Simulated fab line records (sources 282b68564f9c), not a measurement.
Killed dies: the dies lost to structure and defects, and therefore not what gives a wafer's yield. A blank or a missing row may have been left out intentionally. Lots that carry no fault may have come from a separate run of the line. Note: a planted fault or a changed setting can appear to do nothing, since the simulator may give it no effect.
fab line records	flow rit-cmos
[record] lots = 5	wafers = 23
route steps=202 shown FOX2@23 PWELL@41 NRETRO@61 PRETRO@72 GATE@78 NLDD@104 PLDD@122 SPACER@128 NSD@139 M1@202
start-h: the number of hours between the record's first day and the start of the first shown wafer of the lot	wait-h: hours elapsed since this lot's preceding step	" unchanged from the row above	L1.1+2: a single row standing in for several wafers	- no value, or no start was given	* or withheld: withheld	< > ~ a bound
route shown NAME@n: a module of which the file shows steps, and the number in the route of the first	usual: mean/standard deviation taken from wafers without a fault	same: alike in all rows	chamber/n: place in a boat	sites: readings site by site	_std_site: the standard deviation of these	_edge_site: outer sites' mean less inner sites'	radius-mm: how far each site lies from the wafer's centre	mask NAME#n: copy n	behind: the last tool/chamber to shape the wafer	hold: what put the lot on hold/how long, in hours/how the hold closed	device: names the non-switching transistor (n, p or np)	end of line: the same wafers' tests at the end of the route	a step given without rows: its recipe and nothing more	killed: dies that structure and defects cost at the first sort, which is not the same as the wafer's yield	map: a wafer's dies, marking killed ones x, the rest . and places with no die _
set.NAME: the setting as run; set.NAME@STEP: as run at that earlier step	model.NAME: the simulator's own value behind a step, which no gauge read
lots run with intentionally changed settings; tables by step, rows by wafer
[[steps]]
[step RIT_FOX2_OXIDATION_00]
[recipe] temp-c = 1100	ambient = H2O	target-thk-a = 3507	p-h2o-torr = 720	ox-time-s = 1130
lot.wafer	tool	chamber	start-h	wait-h	set.ox-time-s	model.SiO2_of_FOX2_OXIDATION_00.thk-nm
L076.1	furnace-02	0	28.13	0.2	1130	342
L076.4	"	0	"	"	1130	337.8
L076.5	"	0	"	"	1130	341.5
L077.1	-	-	-	0.9	1077	345.9
L077.2	"	-	"	"	1077	336.8
L077.3	"	-	"	"	1077	340.8
L077.4	"	-	"	"	1077	337.3
L077.6	"	-	"	"	1077	338.8
L079.2	-	-	-	0.2	1242	372.3
L079.3	"	-	"	"	1242	374.3
L079.4	"	-	"	"	1242	372.2
L079.5	"	-	"	"	1242	379.1
L079.6	"	-	"	"	1242	376.5
L082.2	-	-	-	0.6	1130	352.8
L082.3	"	-	"	"	1130	358.1
L082.4	"	-	"	"	1130	354.1
L082.5	"	-	"	"	1130	347.2
L082.6	"	-	"	"	1130	354
L085.1	-	-	-	0.2	1242	376
L085.2	"	-	"	"	1242	377.7
L085.3	"	-	"	"	1242	376.9
L085.4	"	-	"	"	1242	372.2
L085.5	"	-	"	"	1242	373.9
[step RIT_FOX2_THK_MEAS_01]
[recipe] reads = SiO2_of_FOX2_OXIDATION_00
[usual] FOX2_OXIDE_THK = 350/5.8
lot.wafer	tool	chamber	start-h	wait-h	set.ox-time-s@FOX2_OXIDATION_00	FOX2_OXIDE_THK[nm]
L076.1	film-metro-01	-	29.44	0.0	1130	342
L076.4	"	-	"	"	1130	338
L076.5	"	-	"	"	1130	342
L077.1	film-metro-02	-	-	-	1077	346
L077.2	"	-	"	"	1077	337
L077.3	"	-	"	"	1077	341
L077.4	"	-	"	"	1077	337
L077.6	"	-	"	"	1077	339
L079.2	film-metro-04	-	-	-	1242	372
L079.3	"	-	"	"	1242	374
L079.4	"	-	"	"	1242	372
L079.5	"	-	"	"	1242	379
L079.6	"	-	"	"	1242	377
L082.2	film-metro-04	-	-	-	1130	353
L082.3	"	-	"	"	1130	358
L082.4	"	-	"	"	1130	354
L082.5	"	-	"	"	1130	347
L082.6	"	-	"	"	1130	354
L085.1	film-metro-01	-	-	-	1242	376
L085.2	"	-	"	"	1242	378
L085.3	"	-	"	"	1242	377
L085.4	"	-	"	"	1242	372
L085.5	"	-	"	"	1242	374
[step RIT_FOX2_CLEAN_02]
[recipe] chemistry = dHF	dilution = 50:1	time-s = 180
[step RIT_FOX2_WET_ETCH_03]
[recipe] chemistry = H3PO4	target = Si3N4	target-depth-nm = 195	temp-c = 165	time-s = 2700
[step RIT_FOX2_THK_MEAS_90]
[recipe] reads = SiO2_of_FOX2_OXIDATION_00
[usual] FIELD_OXIDE_LEFT_1_THK = 323/5.9
lot.wafer	tool	chamber	start-h	wait-h	set.ox-time-s@FOX2_OXIDATION_00	FIELD_OXIDE_LEFT_1_THK[nm]
L076.1	film-metro-02	-	30.39	0.0	1130	315
L076.4	"	-	"	"	1130	310
L076.5	"	-	"	"	1130	314
L077.1	film-metro-01	-	36.57	0.0	1077	319
L077.2	"	-	"	"	1077	310
L077.3	"	-	"	"	1077	314
L077.4	"	-	"	"	1077	310
L077.6	"	-	"	"	1077	312
L079.2	film-metro-02	-	46.20	0.0	1242	344
L079.3	"	-	"	"	1242	347
L079.4	"	-	"	"	1242	344
L079.5	"	-	"	"	1242	352
L079.6	"	-	"	"	1242	349
L082.2	film-metro-04	-	62.16	0.0	1130	326
L082.3	"	-	"	"	1130	331
L082.4	"	-	"	"	1130	327
L082.5	"	-	"	"	1130	320
L082.6	"	-	"	"	1130	327
L085.1	film-metro-01	-	77.37	0.0	1242	349
L085.2	"	-	"	"	1242	351
L085.3	"	-	"	"	1242	350
L085.4	"	-	"	"	1242	345
L085.5	"	-	"	"	1242	347
[step RIT_PWELL_SOFTBAKE_02]
[recipe] resist = NOVOLAK	temp-c = 90	time-s = 60
lot.wafer	tool	chamber	start-h	wait-h	set.temp-c	model.NOVOLAK_of_PWELL_COAT_01.thk-nm
L076.1	litho-track-01	0	32.30	0.1	90	1301
L076.4	"	0	"	"	90	1298
L076.5	"	0	"	"	90	1296
L077.1+2	litho-track-01	0	38.48	0.1	90	1300
L077.3	"	0	"	"	90	1301
L077.4	"	0	"	"	90	1295
L077.6	"	0	"	"	90	1299
L079.2+6	litho-track-01	0	48.16	0.1	90	1301
L079.3	"	0	"	"	90	1299
L079.4	"	0	"	"	90	1303
L079.5	"	0	"	"	90	1302
L082.2+4	litho-track-04	0	64.09	0.1	92.65	1289
L082.3+5	"	0	"	"	90	1299
L082.6	"	0	"	"	92.65	1292
L085.1	litho-track-03	0	79.40	0.1	90	1300
L085.2+4	"	0	"	"	92.17	1288
L085.3	"	0	"	"	92.17	1293
L085.5	"	0	"	"	90	1298
[step RIT_NRETRO_IMPLANT_08]
[recipe] species = P	energy-kev = 70	dose-cm2 = 1e+13	tilt-deg = 7
lot.wafer	tool	chamber	start-h	wait-h	set.energy-kev	model.implant.rp-nm	model.implant.drp-nm
L076.1+4+5	implanter-01	0	41.58	0.2	70	85.25	33.94
L077.1+3	implanter-01	0	46.70	0.2	70	84.97	33.94
L077.2+4+6	"	0	"	"	72.01	87.48	34.76
L079.2+3+5	implanter-01	0	55.90	0.2	72.92	88.03	35.12
L079.4+6	"	0	"	"	70	84.41	33.94
L082.2+3+6	implanter-03	0	73.31	0.2	71.49	87.17	34.55
L082.4+5	"	0	"	"	70	85.31	33.94
L085.1+2	implanter-02	0	87.42	0.2	70	82.01	33.94
L085.3+4+5	"	0	"	"	68.62	80.35	33.37
[step RIT_PRETRO_IMPLANT_08]
[recipe] species = B	energy-kev = 45	dose-cm2 = 1.2e+13	tilt-deg = 7
lot.wafer	tool	chamber	start-h	wait-h	set.energy-kev	model.implant.rp-nm	model.implant.drp-nm
L076.1+4+5	implanter-02	0	43.42	0.2	45	140.1	55.07
L077.1+6	implanter-02	0	48.25	0.2	45	144.8	55.07
L077.2+3+4	"	0	"	"	47.19	151.5	56.64
L079.2+3	implanter-03	0	57.65	0.2	45	147.9	55.07
L079.4+5+6	"	0	"	"	43.94	144.6	54.3
L082.2+5	implanter-02	0	74.86	0.2	43.18	138.7	53.73
L082.3+4+6	"	0	"	"	45	144.2	55.07
L085.1+2+5	implanter-04	0	89.03	0.2	45	137.9	55.07
L085.3+4	"	0	"	"	45.9	140.5	55.72
[step RIT_PRETRO_STRIP_09]
[recipe] chemistry = O2	time-s = 180	resist = NOVOLAK	platen-temp-c = withheld	power-w = 500	pressure-mtorr = 4000	o2-flow-sccm = 4000
[step RIT_GATE_CLEAN_03]
[recipe] chemistry = SC2	mix = 3:3:50	time-s = 600	temp-c = 75	dry = n2-spin
[step RIT_GATE_CLEAN_04]
[recipe] chemistry = dHF	dilution = 50:1	time-s = 60	dry = n2-spin
[step RIT_FOX2_THK_MEAS_91]
[recipe] reads = SiO2_of_FOX2_OXIDATION_00
[usual] FIELD_OXIDE_LEFT_2_THK = 255/5.8
lot.wafer	tool	chamber	start-h	wait-h	set.ox-time-s@FOX2_OXIDATION_00	FIELD_OXIDE_LEFT_2_THK[nm]
L076.1	film-metro-01	-	44.24	0.0	1130	247
L076.4	"	-	"	"	1130	242
L076.5	"	-	"	"	1130	246
L077.1	film-metro-01	-	49.07	0.0	1077	251
L077.2	"	-	"	"	1077	242
L077.3	"	-	"	"	1077	246
L077.4	"	-	"	"	1077	242
L077.6	"	-	"	"	1077	244
L079.2	film-metro-02	-	58.45	0.0	1242	276
L079.3	"	-	"	"	1242	278
L079.4	"	-	"	"	1242	276
L079.5	"	-	"	"	1242	284
L079.6	"	-	"	"	1242	281
L082.2	film-metro-01	-	75.65	0.0	1130	258
L082.3	"	-	"	"	1130	263
L082.4	"	-	"	"	1130	259
L082.5	"	-	"	"	1130	252
L082.6	"	-	"	"	1130	259
L085.1	film-metro-02	-	89.84	0.0	1242	281
L085.2	"	-	"	"	1242	283
L085.3	"	-	"	"	1242	282
L085.4	"	-	"	"	1242	277
L085.5	"	-	"	"	1242	279
[step RIT_GATE_OXIDATION_05]
[recipe] temp-c = 900	ambient = O2	target-thk-a = 30	ox-time-s = 270
lot.wafer	tool	chamber	start-h	wait-h	set.temp-c	model.SiO2_of_GATE_OXIDATION_05.thk-nm
L076.1	furnace-03	0	45.06	0.8	900	3.141
L076.4	"	0	"	"	900	3.2
L076.5	"	0	"	"	900	3.146
L077.1	-	-	-	0.1	900	3.012
L077.2	"	-	"	"	900	3.01
L077.3	"	-	"	"	900	2.975
L077.4	"	-	"	"	900	3.044
L077.6	"	-	"	"	900	3.004
L079.2	-	-	-	0.9	915.4	3.628
L079.3	"	-	"	"	915.4	3.68
L079.4	"	-	"	"	915.4	3.709
L079.5	"	-	"	"	915.4	3.664
L079.6	"	-	"	"	915.4	3.695
L082.2	-	-	-	1.4	891.2	2.732
L082.3	"	-	"	"	891.2	2.707
L082.4	"	-	"	"	891.2	2.709
L082.5	"	-	"	"	891.2	2.65
L082.6	"	-	"	"	891.2	2.679
L085.1	-	-	-	0.1	892.1	2.828
L085.2	"	-	"	"	892.1	2.817
L085.3	"	-	"	"	892.1	2.811
L085.4	"	-	"	"	892.1	2.844
L085.5	"	-	"	"	892.1	2.863
[step RIT_GATE_ANNEAL_06]
[recipe] temp-c = 900	time-s = 600	ambient = N2O
[step RIT_GATE_THK_MEAS_07]
[recipe] reads = SiO2_of_GATE_OXIDATION_05
[usual] GATE_OXIDE_THK = 3.02/0.075
lot.wafer	tool	chamber	start-h	wait-h	set.temp-c@GATE_OXIDATION_05	GATE_OXIDE_THK[nm]
L076.1	film-metro-04	-	46.38	0.0	900	3.12
L076.4	"	-	"	"	900	3.18
L076.5	"	-	"	"	900	3.14
L077.1	film-metro-01	-	50.45	0.0	900	3.06
L077.2	"	-	"	"	900	3.00
L077.3	"	-	"	"	900	2.99
L077.4	"	-	"	"	900	3.06
L077.6	"	-	"	"	900	3.02
L079.2	film-metro-01	-	63.31	0.0	915.4	3.64
L079.3	"	-	"	"	915.4	3.66
L079.4	"	-	"	"	915.4	3.71
L079.5	"	-	"	"	915.4	3.65
L079.6	"	-	"	"	915.4	3.66
L082.2	film-metro-02	-	79.15	0.0	891.2	2.72
L082.3	"	-	"	"	891.2	2.74
L082.4	"	-	"	"	891.2	2.66
L082.5	"	-	"	"	891.2	2.60
L082.6	"	-	"	"	891.2	2.67
L085.1	film-metro-02	-	91.22	0.0	892.1	2.83
L085.2	"	-	"	"	892.1	2.77
L085.3	"	-	"	"	892.1	2.80
L085.4	"	-	"	"	892.1	2.82
L085.5	"	-	"	"	892.1	2.88
[step RIT_GATE_EXPOSE_13]
[recipe] mask-id = M6	na = 0.6	source-shape = conventional	sigma-outer = 0.6	target-cd-nm = 150	dose-mj = 380
lot.wafer	tool	chamber	start-h	wait-h	mask	set.dose-mj
L076.1+4+5	iline-stepper-02	0	49.50	0.2	M6#0	380
L077.1+2	iline-stepper-01	0	53.62	0.2	M6#0	380
L077.3+4+6	"	0	"	"	M6#0	391.3
L079.2+3+4+5+6	iline-stepper-01	0	65.65	0.2	M6#0	380
L082.2+4+6	iline-stepper-02	0	81.35	0.1	M6#0	393.2
L082.3+5	"	0	"	"	M6#0	380
L085.1+2+3+4+5	iline-stepper-01	0	94.00	0.1	M6#0	380
[step RIT_GATE_PEB_14]
[recipe] resist = NOVOLAK	temp-c = withheld	time-s = withheld
[step RIT_GATE_DEVELOP_15]
[recipe] resist = NOVOLAK	develop-time-s = 50	dev-temp-c = 21.8
lot.wafer	tool	chamber	start-h	wait-h	set.dose-mj@GATE_EXPOSE_13	model.GATE.cd-nm
L076.1	litho-track-04	0	-	-	380	150.2
L076.4	"	0	"	"	380	149.2
L076.5	"	0	"	"	380	149.8
L077.1	litho-track-02	0	-	-	380	150
L077.2	"	0	"	"	380	149.4
L077.3	"	0	"	"	391.3	133.6
L077.4	"	0	"	"	391.3	132
L077.6	"	0	"	"	391.3	132.9
L079.2	litho-track-03	0	-	-	380	150.1
L079.3	"	0	"	"	380	148.7
L079.4	"	0	"	"	380	145.5
L079.5	"	0	"	"	380	147.3
L079.6	"	0	"	"	380	148.9
L082.2	litho-track-03	0	-	-	393.2	131.2
L082.3	"	0	"	"	380	145.8
L082.4	"	0	"	"	393.2	129.4
L082.5	"	0	"	"	380	147.8
L082.6	"	0	"	"	393.2	130.8
L085.1	litho-track-04	0	-	-	380	144.8
L085.2	"	0	"	"	380	144.1
L085.3	"	0	"	"	380	143.9
L085.4	"	0	"	"	380	144.4
L085.5	"	0	"	"	380	144.9
[step RIT_GATE_CD_MEAS_16]
[recipe] target-cd-nm = 150
[usual] cd-nm = 148.8/2.9
lot.wafer	tool	chamber	start-h	wait-h	set.dose-mj@GATE_EXPOSE_13	cd-nm
L076.1	cd-sem-02	-	50.02	-	380	150.1
L076.4	"	-	"	"	380	149.2
L076.5	"	-	"	"	380	149.6
L077.1	cd-sem-01	-	54.02	-	380	150.3
L077.2	"	-	"	"	380	149.3
L077.3	"	-	"	"	391.3	133.6
L077.4	"	-	"	"	391.3	131.9
L077.6	"	-	"	"	391.3	132.6
L079.2	cd-sem-01	-	66.05	-	380	149.8
L079.3	"	-	"	"	380	148.8
L079.4	"	-	"	"	380	145.7
L079.5	"	-	"	"	380	147.2
L079.6	"	-	"	"	380	149.0
L082.2	cd-sem-02	-	81.75	-	393.2	131.6
L082.3	"	-	"	"	380	145.8
L082.4	"	-	"	"	393.2	129.4
L082.5	"	-	"	"	380	148.0
L082.6	"	-	"	"	393.2	130.9
L085.1	cd-sem-01	-	94.40	-	380	144.7
L085.2	"	-	"	"	380	143.8
L085.3	"	-	"	"	380	144.0
L085.4	"	-	"	"	380	144.4
L085.5	"	-	"	"	380	145.2
[step RIT_GATE_HARDBAKE_18]
[recipe] resist = NOVOLAK	temp-c = 140	time-s = 60
[step RIT_GATE_ETCH_19]
[recipe] chemistry = SF6/CHF3/O2	time-s = 165	SF6_flow_sccm = 30	CHF3_flow_sccm = 30	O2_flow_sccm = 5	target = poly-Si	pressure-mtorr = 40	rf-w = 160	target-depth-a = 3125	over-etch-frac = 0.25	stop-on = SiO2
[step RIT_GATE_STRIP_20]
[recipe] chemistry = O2	time-s = 180	resist = NOVOLAK	platen-temp-c = withheld	power-w = 500	pressure-mtorr = 4000	o2-flow-sccm = 4000
[step RIT_GATE_CD_MEAS_90]
[recipe] target-cd-nm = 150
[usual] cd-nm = 148.7/2.9
lot.wafer	tool	chamber	start-h	wait-h	set.dose-mj@GATE_EXPOSE_13	cd-nm
L076.1	cd-sem-02	-	50.61	0.1	380	150.5
L076.4	"	-	"	"	380	149.0
L076.5	"	-	"	"	380	149.5
L077.1	cd-sem-02	-	54.61	0.1	380	149.7
L077.2	"	-	"	"	380	149.5
L077.3	"	-	"	"	391.3	133.7
L077.4	"	-	"	"	391.3	131.7
L077.6	"	-	"	"	391.3	132.5
L079.2	cd-sem-01	-	66.64	0.1	380	150.2
L079.3	"	-	"	"	380	148.7
L079.4	"	-	"	"	380	145.6
L079.5	"	-	"	"	380	147.0
L079.6	"	-	"	"	380	149.0
L082.2	cd-sem-02	-	82.34	0.1	393.2	131.4
L082.3	"	-	"	"	380	145.7
L082.4	"	-	"	"	393.2	129.7
L082.5	"	-	"	"	380	147.0
L082.6	"	-	"	"	393.2	130.9
L085.1	cd-sem-02	-	94.99	0.1	380	144.6
L085.2	"	-	"	"	380	143.9
L085.3	"	-	"	"	380	144.1
L085.4	"	-	"	"	380	144.3
L085.5	"	-	"	"	380	145.1
[step RIT_NLDD_COAT_01]
[recipe] resist = NOVOLAK	spin-rpm = 3250	resist-thk-nm = 1000
lot.wafer	tool	chamber	start-h	wait-h	set.resist-thk-nm	model.NOVOLAK_of_NLDD_COAT_01.thk-nm
L076.1+5	litho-track-03	0	54.81	0.1	1000	996.8
L076.4	"	0	"	"	1000	998.3
L077.1	litho-track-04	0	57.91	0.1	1000	997.3
L077.2	"	0	"	"	1039	1038
L077.3	"	0	"	"	1039	1037
L077.4	"	0	"	"	1000	997.7
L077.6	"	0	"	"	1039	1034
L079.2	litho-track-03	0	70.76	0.1	1000	999.3
L079.3	"	0	"	"	1000	1000
L079.4	"	0	"	"	1000	1002
L079.5	"	0	"	"	1000	996.7
L079.6	"	0	"	"	1000	996.8
L082.2	litho-track-01	0	85.62	0.1	1000	996.4
L082.3+4	"	0	"	"	1000	998.9
L082.5	"	0	"	"	1000	997
L082.6	"	0	"	"	1000	997.5
L085.1	litho-track-04	0	98.27	0.1	956.2	954.2
L085.2	"	0	"	"	1000	998.7
L085.3	"	0	"	"	1000	1001
L085.4	"	0	"	"	1000	998.3
L085.5	"	0	"	"	956.2	954.9
[step RIT_NLDD_SOFTBAKE_02]
[recipe] resist = NOVOLAK	temp-c = 90	time-s = 60
[step RIT_NLDD_EXPOSE_03]
[recipe] mask-id = M7	na = 0.57	target-cd-nm = 40700	dose-mj = 250
[step RIT_NLDD_DEVELOP_05]
[recipe] resist = NOVOLAK	develop-time-s = 50	dev-temp-c = 23
[step RIT_NLDD_HARDBAKE_07]
[recipe] resist = NOVOLAK	temp-c = 140	time-s = 60
lot.wafer	tool	chamber	start-h	wait-h	set.resist-thk-nm@NLDD_COAT_01	model.NOVOLAK_of_NLDD_COAT_01.thk-nm
L076.1	litho-track-03	0	55.55	0.0	1000	881
L076.4	"	0	"	"	1000	882.3
L076.5	"	0	"	"	1000	880.9
L077.1	litho-track-04	0	58.77	0.0	1000	881.4
L077.2	"	0	"	"	1039	917
L077.3	"	0	"	"	1039	915.9
L077.4	"	0	"	"	1000	881.8
L077.6	"	0	"	"	1039	913.9
L079.2	litho-track-03	0	71.49	0.0	1000	883.2
L079.3	"	0	"	"	1000	884
L079.4	"	0	"	"	1000	885.5
L079.5	"	0	"	"	1000	880.8
L079.6	"	0	"	"	1000	880.9
L082.2	litho-track-01	0	86.48	0.0	1000	880.7
L082.3	"	0	"	"	1000	882.9
L082.4	"	0	"	"	1000	882.8
L082.5	"	0	"	"	1000	881.1
L082.6	"	0	"	"	1000	881.5
L085.1	litho-track-03	0	99.00	0.0	956.2	843.7
L085.2	"	0	"	"	1000	882.6
L085.3	"	0	"	"	1000	884.3
L085.4	"	0	"	"	1000	882.2
L085.5	"	0	"	"	956.2	844.3
[step RIT_PLDD_IMPLANT_08]
[recipe] species = BF2	energy-kev = 20	dose-cm2 = 9e+14	tilt-deg = 7
lot.wafer	tool	chamber	start-h	wait-h	set.energy-kev
L076.1+4+5	implanter-04	0	57.45	0.1	20
L077.1+3	implanter-01	0	60.34	0.1	20
L077.2+4+6	"	0	"	"	20.62
L079.2+4+5	implanter-04	0	73.06	0.1	21.13
L079.3+6	"	0	"	"	20
L082.2+4	implanter-02	0	88.18	0.1	20
L082.3+5+6	"	0	"	"	19.32
L085.1+4+5	implanter-04	0	100.79	0.1	20
L085.2+3	"	0	"	"	19.58
[step RIT_SPACER_CVD_03]
[recipe] material = Si3N4	target-thk-nm = 250	temp-c = 810	precursor = SiH2Cl2/NH3	time-s = 3300	pressure-mtorr = 300	sih2cl2-flow-sccm = 60	nh3-flow-sccm = 150
lot.wafer	tool	chamber	start-h	wait-h	set.sih2cl2-flow-sccm	model.Si3N4_of_SPACER_CVD_03.thk-nm
L076.1	lpcvd-01	1	58.22	0.0	60	248.8
L076.4	"	1	"	"	60	249
L076.5	"	1	"	"	60	249.2
L077.1	-	-	-	0.1	63.69	253.7
L077.2	"	-	"	"	63.69	255.1
L077.3	"	-	"	"	63.69	253.2
L077.4	"	-	"	"	63.69	255.8
L077.6	"	-	"	"	63.69	254.3
L079.2	-	-	-	0.0	60	246.6
L079.3	"	-	"	"	60	249.3
L079.4	"	-	"	"	60	251
L079.5	"	-	"	"	60	250.1
L079.6	"	-	"	"	60	250.3
L082.2	-	-	-	1.0	64.06	255.2
L082.3	"	-	"	"	64.06	255.3
L082.4	"	-	"	"	64.06	255
L082.5	"	-	"	"	64.06	254.7
L082.6	"	-	"	"	64.06	256.3
L085.1	-	-	-	0.0	62.5	252.8
L085.2	"	-	"	"	62.5	253
L085.3+4	"	-	"	"	62.5	254.4
L085.5	"	-	"	"	62.5	253.5
[step RIT_NSD_IMPLANT_08]
[recipe] species = P	energy-kev = 25	dose-cm2 = 1e+15	tilt-deg = 7
lot.wafer	tool	chamber	start-h	wait-h	set.energy-kev	model.implant.rp-nm	model.implant.drp-nm
L076.1+4+5	implanter-02	0	63.78	0.1	25	31.11	14.84
L077.1+6	implanter-01	0	64.44	0.1	23.89	30.26	14.44
L077.2+3+4	"	0	"	"	25	31.2	14.84
L079.2+3+6	implanter-02	0	76.98	0.1	25	31.76	14.84
L079.4+5	"	0	"	"	24.43	31.27	14.63
L082.2+3+6	implanter-03	0	93.63	0.1	24.34	31.81	14.6
L082.4+5	"	0	"	"	25	32.39	14.84
L085.1+2+3+4+5	implanter-03	0	105.68	0.1	25	32.87	14.84
[step RIT_M1_PROBE_99]
lot.wafer	tool	chamber	start-h	wait-h	set.dose-mj@GATE_EXPOSE_13	model.etest.nmos_0p15.drive-ua-um	model.etest.nmos_0p15.r-on-ohm-um	model.etest.nmos-turned.drive-ua-um	model.etest.pmos_0p15.drive-ua-um	model.etest.pmos_0p15.r-on-ohm-um	model.etest.pmos-turned.drive-ua-um	model.etest.pmos-turned.r-on-ohm-um
L076.1	prober-02	-	73.60	0.1	380	440.7	1187	294	244.8	2850	180.9	3549
L076.4	prober-02	-	73.75	0.2	380	434.1	1238	293.3	242.7	2887	178.7	3599
L076.5	prober-02	-	73.80	0.2	380	446	1154	304.9	250.3	2762	186.1	3445
L077.1	prober-01	-	76.42	0.1	380	470	1080	328	266.4	2628	202.2	3270
L077.2	prober-01	-	76.47	0.1	380	479.4	1108	344.6	274.6	2592	211.1	3193
L077.3	prober-01	-	76.52	0.2	391.3	565.2	983.9	378.8	320.9	2294	231	2890
L077.4	prober-01	-	76.57	0.2	391.3	567.5	972.3	391.3	333.8	2184	248	2742
L077.6	prober-01	-	76.67	0.2	391.3	554.6	1002	369	330.2	2180	240.9	2813
L079.2	prober-01	-	87.06	0.1	380	399.8	1237	287.9	222.4	2995	166.8	3702
L079.3	prober-01	-	87.11	0.2	380	399.9	1163	281.5	210.5	3067	154.2	3836
L079.4	prober-01	-	87.16	0.2	380	405.6	1198	286.6	228.2	2914	169.9	3662
L079.5	prober-01	-	87.21	0.2	380	402.3	1213	278.6	224.6	2945	167.1	3667
L079.6	prober-01	-	87.26	0.2	380	394.1	1218	280.4	209.7	3103	156	3878
L082.2	prober-02	-	103.74	0.1	393.2	590.5	933	389.5	355.4	2114	256.6	2684
L082.3	prober-02	-	103.79	0.2	380	528.9	1060	362	296.8	2490	222.7	3100
L082.4	prober-02	-	103.84	0.2	393.2	619.1	936	409.1	364.1	2088	264.5	2649
L082.5	prober-02	-	103.89	0.2	380	521.2	1034	359.9	302.4	2465	227.7	3031
L082.6	prober-02	-	103.94	0.2	393.2	610.8	945.1	398.5	353.5	2157	251.7	2762
L085.1	prober-01	-	115.32	0.1	380	512	1064	353.5	279.7	2585	206.1	3222
L085.2	prober-01	-	115.37	0.1	380	512.3	1078	347.7	275.8	2649	198.4	3310
L085.3	prober-01	-	115.42	0.2	380	519	1054	354.8	279.3	2594	204	3251
L085.4	prober-01	-	115.47	0.2	380	510.2	1034	343.7	276.7	2587	200.3	3257
L085.5	prober-01	-	115.52	0.2	380	507.7	1030	349.4	279.9	2531	205.6	3180
// killed by level:class
L076.1 GATE:geometric-particle:open=6 REOX:geometric-particle:open=1 SPACER:geometric-particle:open=1 SILICIDE:geometric-particle:short=1
L076.4 GATE:geometric-particle:short=2 FOX1:geometric-particle:short=1 GATE:geometric-particle:open=1 REOX:geometric-particle:short=1 REOX:geometric-particle:open=1
L076.5 GATE:geometric-particle:short=2 GATE:geometric-particle:open=1 REOX:geometric-particle:short=1 SPACER:geometric-particle:short=1 SPACER:geometric-particle:open=1 SILICIDE:geometric-particle:open=1 SILICIDE:geometric-particle:short=1
[[key]]
[split] step = RIT_FOX2_OXIDATION_00	setting = ox-time-s	stated = 1130	by = lot
[response] step = RIT_FOX2_OXIDATION_00	reading = model.SiO2_of_FOX2_OXIDATION_00.thk-nm	change = +2.5	per = 1%	r = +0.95
[response] step = RIT_FOX2_THK_MEAS_01	reading = FOX2_OXIDE_THK	change = +2.49	per = 1%	r = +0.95
[response] step = RIT_FOX2_THK_MEAS_90	reading = FIELD_OXIDE_LEFT_1_THK	change = +2.49	per = 1%	r = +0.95
[response] step = RIT_FOX2_THK_MEAS_91	reading = FIELD_OXIDE_LEFT_2_THK	change = +2.47	per = 1%	r = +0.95
[split] step = RIT_PWELL_SOFTBAKE_02	setting = temp-c	stated = 90	by = wafer
[response] step = RIT_PWELL_SOFTBAKE_02	reading = model.NOVOLAK_of_PWELL_COAT_01.thk-nm	change = -3.42	per = 1%	r = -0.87
[split] step = RIT_NRETRO_IMPLANT_08	setting = energy-kev	stated = 70	by = wafer
[response] step = RIT_NRETRO_IMPLANT_08	reading = model.implant.rp-nm	change = +0.867	per = 1%	r = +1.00
[response] step = RIT_NRETRO_IMPLANT_08	reading = model.implant.drp-nm	change = +0.285	per = 1%	r = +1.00
[split] step = RIT_PRETRO_IMPLANT_08	setting = energy-kev	stated = 45	by = wafer
[response] step = RIT_PRETRO_IMPLANT_08	reading = model.implant.rp-nm	change = +1.37	per = 1%	r = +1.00
[response] step = RIT_PRETRO_IMPLANT_08	reading = model.implant.drp-nm	change = +0.326	per = 1%	r = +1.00
[split] step = RIT_GATE_OXIDATION_05	setting = temp-c	stated = 900	by = lot
[response] step = RIT_GATE_OXIDATION_05	reading = model.SiO2_of_GATE_OXIDATION_05.thk-nm	change = +0.346	per = 1%	r = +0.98
[response] step = RIT_GATE_THK_MEAS_07	reading = GATE_OXIDE_THK	change = +0.348	per = 1%	r = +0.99
[split] step = RIT_GATE_EXPOSE_13	setting = dose-mj	stated = 380	by = wafer
[response] step = RIT_GATE_DEVELOP_15	reading = model.GATE.cd-nm	change = -5.11	per = 1%	r = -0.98
[response] step = RIT_GATE_CD_MEAS_16	reading = cd-nm	change = -5.13	per = 1%	r = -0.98
[response] step = RIT_GATE_CD_MEAS_90	reading = cd-nm	change = -5.01	per = 1%	r = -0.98
[response] step = RIT_M1_PROBE_99	reading = model.etest.pmos-turned.r-on-ohm-um	change = -120	per = 1%	r = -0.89
[response] step = RIT_M1_PROBE_99	reading = model.etest.pmos_0p15.r-on-ohm-um	change = -115	per = 1%	r = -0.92
[response] step = RIT_M1_PROBE_99	reading = model.etest.nmos_0p15.r-on-ohm-um	change = -33.5	per = 1%	r = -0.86
[response] step = RIT_M1_PROBE_99	reading = model.etest.nmos_0p15.drive-ua-um	change = +26.1	per = 1%	r = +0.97
[response] step = RIT_M1_PROBE_99	reading = model.etest.pmos_0p15.drive-ua-um	change = +17.9	per = 1%	r = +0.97
[split] step = RIT_NLDD_COAT_01	setting = resist-thk-nm	stated = 1000	by = wafer
[response] step = RIT_NLDD_COAT_01	reading = model.NOVOLAK_of_NLDD_COAT_01.thk-nm	change = +10.1	per = 1%	r = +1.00
[response] step = RIT_NLDD_HARDBAKE_07	reading = model.NOVOLAK_of_NLDD_COAT_01.thk-nm	change = +8.83	per = 1%	r = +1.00
[split] step = RIT_PLDD_IMPLANT_08	setting = energy-kev	stated = 20	by = wafer
response none in this file
[split] step = RIT_SPACER_CVD_03	setting = sih2cl2-flow-sccm	stated = 60	by = lot
[response] step = RIT_SPACER_CVD_03	reading = model.Si3N4_of_SPACER_CVD_03.thk-nm	change = +0.879	per = 1%	r = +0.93
[split] step = RIT_NSD_IMPLANT_08	setting = energy-kev	stated = 25	by = wafer
[response] step = RIT_NSD_IMPLANT_08	reading = model.implant.rp-nm	change = +0.215	per = 1%	r = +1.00
[response] step = RIT_NSD_IMPLANT_08	reading = model.implant.drp-nm	change = +0.0902	per = 1%	r = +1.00
